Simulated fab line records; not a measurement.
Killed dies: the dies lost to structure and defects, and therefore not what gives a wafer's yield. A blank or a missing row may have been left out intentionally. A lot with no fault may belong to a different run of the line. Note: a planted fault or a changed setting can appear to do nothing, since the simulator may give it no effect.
fab line records	flow berkeley_cmos170	part 2 of 2: steps 36 to 47 of 47
record lots=5	wafers=15	last_day=12
route steps=331 shown ZERO@6 NWELL@14 PWELL@34
lots that met no fault: from a run of the same line without faults
start_h: the number of hours between the record's first day and the start of the first shown wafer of the lot	wait_h: how many hours have passed since the lot's step before this one	" identical to the entry in the row above	L1.1+2: one row covering several wafers at once	- value missing, or start not given	* or withheld: withheld	< > ~ a bound
route shown NAME@n: a module of which the file shows steps, and the number in the route of the first	usual: mean/standard deviation of fault-free wafers	same: alike in all rows	chamber/n: place in a boat	sites: the reading at each site	_std_site: the values' standard deviation	_edge_site: inner sites' mean taken away from outer sites' mean	radius_mm: for every site, how far away it sits from the centre of the wafer	mask NAME#n: copy n	behind: the most recent tool/chamber to have shaped the wafer	hold: the reason the lot was held/the length of the hold in hours/how it ended	device: names the non-switching transistor (n, p or np)	end of line: the route-end tests of the same wafers	step lacking rows: just its recipe	killed: at the first sort, the dies lost to defects and structure; wafer yield is something else	map: per-die view of a wafer (x killed, . not killed, _ where there is no die)
set.NAME: the setting as run; set.NAME@STEP: as run at that earlier step	model.NAME: the simulator's own value behind a step, which no gauge read
lots at some steps of the route; a table a step, a row a wafer
services: a tool's chamber out of use, with start hour (start_h, from the record's first day; less than 0 if before it), hours out, and reason
## steps
# step UCB170_PWELL_HMDS_07
# recipe prime_time_s=60	prime_temp_c=100
# same prime_time_s=60
lot.wafer	tool	chamber	start_h	wait_h
L082.1+2+3	litho_track-04	0	89.79	0.1
L081.3+5+6	litho_track-03	0	89.91	0.1
L084.1+4+6	litho_track-04	0	103.47	0.1
L086.1+2+4	litho_track-04	0	116.00	0.3
L093.1+4+5	litho_track-03	0	150.05	0.1
# step UCB170_PWELL_COAT_08
# recipe resist=KrF	spin_rpm=1500	resist_thk_nm=900
lot.wafer	tool	chamber	start_h	wait_h
L082.1+2+3	litho_track-04	0	89.94	0.1
L081.3+5+6	litho_track-03	0	90.06	0.1
L084.1+4+6	litho_track-04	0	103.62	0.1
L086.1+2+4	litho_track-04	0	116.15	0.1
L093.1+4+5	litho_track-03	0	150.20	0.1
# step UCB170_PWELL_SOFTBAKE_09
# recipe resist=KrF	temp_c=130	time_s=60
lot.wafer	tool	chamber	start_h	wait_h
L082.1+2+3	litho_track-04	0	90.09	0.1
L081.3+5+6	litho_track-03	0	90.21	0.1
L084.1+4+6	litho_track-04	0	103.77	0.1
L086.1+2+4	litho_track-04	0	116.30	0.1
L093.1+4+5	litho_track-03	0	150.35	0.1
# step UCB170_PWELL_EXPOSE_10
# recipe mask_id=PWELL	target_cd_nm=3000	na=0.5	sigma_outer=0.6	source_shape=conventional	dose_mj=19
lot.wafer	tool	chamber	start_h	wait_h	mask
L082.1+2+3	krf_scanner-01	0	90.42	0.3	PWELL#0
L081.3+5+6	krf_scanner-02	0	90.70	0.5	PWELL#0
L084.1+4+6	krf_scanner-01	0	104.15	0.4	PWELL#0
L086.1+2+4	krf_scanner-02	0	116.66	0.3	PWELL#0
L093.1+4+5	krf_scanner-02	0	150.63	0.2	PWELL#0
# step UCB170_PWELL_PEB_11
# recipe peb_temp_c=130	peb_time_s=withheld	resist=KrF
lot.wafer	tool	chamber	start_h	wait_h
L082.1+2+3	litho_track-04	0	90.69	0.2
L081.3+5+6	litho_track-03	0	90.91	0.2
L084.1+4+6	litho_track-03	0	104.48	0.3
L086.1+2+4	litho_track-03	0	116.89	0.2
L093.1+4+5	litho_track-04	0	150.78	0.1
# step UCB170_PWELL_DEVELOP_12
# recipe developer=TMAH	develop_time_s=45	resist=KrF	dev_temp_c=21
lot.wafer	tool	chamber	start_h	wait_h
L082.1+2+3	litho_track-04	0	-	-
L081.3+5+6	litho_track-03	0	-	-
L084.1+4+6	litho_track-03	0	-	-
L086.1+2+4	litho_track-03	0	-	-
L093.1+4+5	litho_track-04	0	-	-
# step UCB170_PWELL_OVL_MEAS_13
# usual PWELL_OVL=-3/6.3
lot.wafer	tool	chamber	start_h	wait_h	PWELL_OVL[nm]
L082.1	overlay-02	-	90.97	-	-13
L082.2	"	-	"	"	-10
L082.3	"	-	"	"	-7
L081.3	overlay-01	-	91.15	-	3
L081.5	"	-	"	"	-1
L081.6	"	-	"	"	-7
L084.1	overlay-01	-	104.76	-	-5
L084.4	"	-	"	"	2
L084.6	"	-	"	"	-4
L086.1	overlay-01	-	117.17	-	-1
L086.2	"	-	"	"	6
L086.4	"	-	"	"	5
L093.1	overlay-01	-	151.05	-	15
L093.4	"	-	"	"	3
L093.5	"	-	"	"	9
# step UCB170_PWELL_ETCH_14
# recipe chemistry=CH3F/Ar/O2	target=Si3N4	stop_on=SiO2	CH3F_flow_sccm=20	Ar_flow_sccm=50	O2_flow_sccm=7	pressure_mtorr=50	rf_w=450	target_depth_a=2420	over_etch_frac=0.1	time_s=151
# usual O2_flow_sccm=6.998/0.02	drypump_motor_current_A=5.7/0.41	oes_product_au=0.942/0.014	rf_fwd_power_W=447.9/1.3	throttle_valve_pct=8.13/0.11
lot.wafer	tool	chamber	start_h	wait_h	O2_flow_sccm	drypump_motor_current_A	oes_product_au	rf_fwd_power_W	rf_hours_counter_h	throttle_valve_pct
L082.1	rie_diel-03	0	91.00	0.0	6.982	6.3	0.943	447.9	106	8.09
L082.2	"	2	"	"	7.025	5.3	0.944	446.4	100	8.17
L082.3	"	3	"	"	7.019	5.8	0.953	448.7	81	8.30
L081.3	rie_diel-02	1	91.17	0.0	6.958	5.3	0.926	446.4	58	8.14
L081.5	"	0	"	"	6.990	5.4	0.911	447.6	-	8.17
L081.6	"	1	"	"	6.956	5.3	0.926	447.7	-	8.13
L084.1	rie_diel-02	2	104.79	0.0	7.048	6.3	0.938	445.5	7	8.20
L084.4	"	1	"	"	6.986	5.3	0.942	449.1	58	8.13
L084.6	"	1	"	"	6.974	5.3	0.935	447.8	-	8.13
L086.1	rie_diel-01	2	117.20	0.0	7.006	5.5	0.966	448.9	108	7.85
L086.2	"	0	"	"	7.012	6.1	0.938	446.0	13	8.12
L086.4	"	3	"	"	6.998	5.3	0.934	446.8	9	8.06
L093.1	rie_diel-03	1	151.09	0.0	7.016	5.1	0.940	445.3	3	8.18
L093.4	"	3	"	"	6.984	5.8	0.943	446.9	84	8.30
L093.5	"	2	"	"	6.985	5.3	0.941	448.2	-	8.18
# step UCB170_PWELL_IMPLANT_15
# recipe species=B	dose_cm2=5e+12	energy_kev=60	tilt_deg=7
lot.wafer	tool	chamber	start_h	wait_h
L082.1+2+3	implanter-03	0	91.10	0.1
L081.3+5+6	implanter-01	0	91.32	0.1
L084.1+4+6	implanter-03	0	104.89	0.1
L086.1+2+4	implanter-02	0	117.30	0.1
L093.1+4+5	implanter-01	0	151.19	0.1
# step UCB170_PWELL_STRIP_16
# recipe chemistry=O2	power_w=400	pressure_mtorr=3500	platen_temp_c=withheld	o2_flow_sccm=400	overash_fraction=0.5
# usual drypump_motor_current_A=5.8/0.37	oes_product_au=0.721/0.0043	strip_time_to_endpoint_s=18.09/0.091
lot.wafer	tool	chamber	start_h	wait_h	drypump_motor_current_A	oes_product_au	rf_hours_counter_h	strip_time_to_endpoint_s
L082.1	plasma_asher-04	1	91.25	0.1	5.5	0.719	37	18.24
L082.2	"	0	"	"	6.4	0.718	37	18.14
L082.3	"	0	"	"	6.4	0.720	-	18.17
L081.3	plasma_asher-03	1	91.45	0.1	5.4	0.727	-	18.25
L081.5	"	0	"	"	5.9	0.729	-	18.15
L081.6	"	1	"	"	5.4	0.723	-	18.28
L084.1	plasma_asher-03	0	105.04	0.1	5.8	0.720	38	18.06
L084.4	"	0	"	"	5.8	0.717	-	18.18
L084.6	"	0	"	"	5.8	0.721	-	18.15
L086.1	plasma_asher-04	1	117.45	0.1	5.5	0.719	42	18.05
L086.2	"	0	"	"	6.4	0.720	42	18.08
L086.4	"	0	"	"	6.4	0.721	-	18.13
L093.1	plasma_asher-04	1	151.34	0.1	5.5	0.724	44	18.20
L093.4	"	0	"	"	6.4	0.727	-	18.04
L093.5	"	0	"	"	6.5	0.725	-	18.07
# step UCB170_PWELL_TW_MEAS_17
# usual PWELL_TW=376/3.7
lot.wafer	tool	chamber	start_h	wait_h	PWELL_TW
L082.1	film_metro-02	-	91.35	0.1	380
L082.2	"	-	"	"	381
L082.3	"	-	"	"	378
L081.3	film_metro-04	-	91.54	0.1	374
L081.5	"	-	"	"	373
L081.6	"	-	"	"	373
L084.1	film_metro-02	-	105.14	0.1	382
L084.4	"	-	"	"	382
L084.6	"	-	"	"	382
L086.1	film_metro-02	-	117.60	0.1	379
L086.2	"	-	"	"	382
L086.4	"	-	"	"	383
L093.1	film_metro-02	-	151.44	0.1	381
L093.4	"	-	"	"	384
L093.5	"	-	"	"	381
# step UCB170_PWELL_CLEAN_18
# recipe chemistry=SPM	temp_c=120	time_s=600
lot.wafer	tool	chamber	start_h	wait_h
L082.1+2+3	wet_bench-01	3	91.41	0.1
L081.3+5+6	wet_bench-04	1	91.58	0.0
L084.1+4+6	wet_bench-02	1	105.20	0.1
L086.1+2+4	wet_bench-02	1	117.90	0.3
L093.1+4+5	wet_bench-02	1	151.50	0.1
## services
tool	chamber	start_h	hours	kind
krf_scanner-02	-	38.44	1.3	pm
krf_scanner-01	-	39.74	0.8	pm
krf_scanner-02	-	44.46	0.8	pm
rie_diel-02	1	45.10	1.5	repair
krf_scanner-02	-	45.32	2.6	repair
lpcvd-01	-	47.85	6.1	pm
rie_diel-02	3	64.98	3.9	repair
lpcvd-02	-	82.78	6.1	pm
plasma_asher-01	-	84.80	15.0	pm
rie_diel-03	2	91.68	4.2	repair
rie_diel-01	0	92.20	4.6	repair
rie_diel-04	-	95.21	14.6	pm
implanter-03	-	98.49	1.0	repair
krf_scanner-01	-	102.34	1.5	repair
plasma_asher-03	-	108.81	9.0	pm
plasma_asher-02	-	109.05	6.9	pm
implanter-03	-	120.43	2.6	repair
krf_scanner-01	-	123.75	0.2	repair
plasma_asher-04	-	125.17	15.6	pm
krf_scanner-02	-	131.13	1.0	pm
implanter-01	-	137.14	5.2	pm
implanter-03	-	137.39	4.1	repair
krf_scanner-02	-	144.84	3.6	pm
furnace-01	-	148.17	3.4	pm
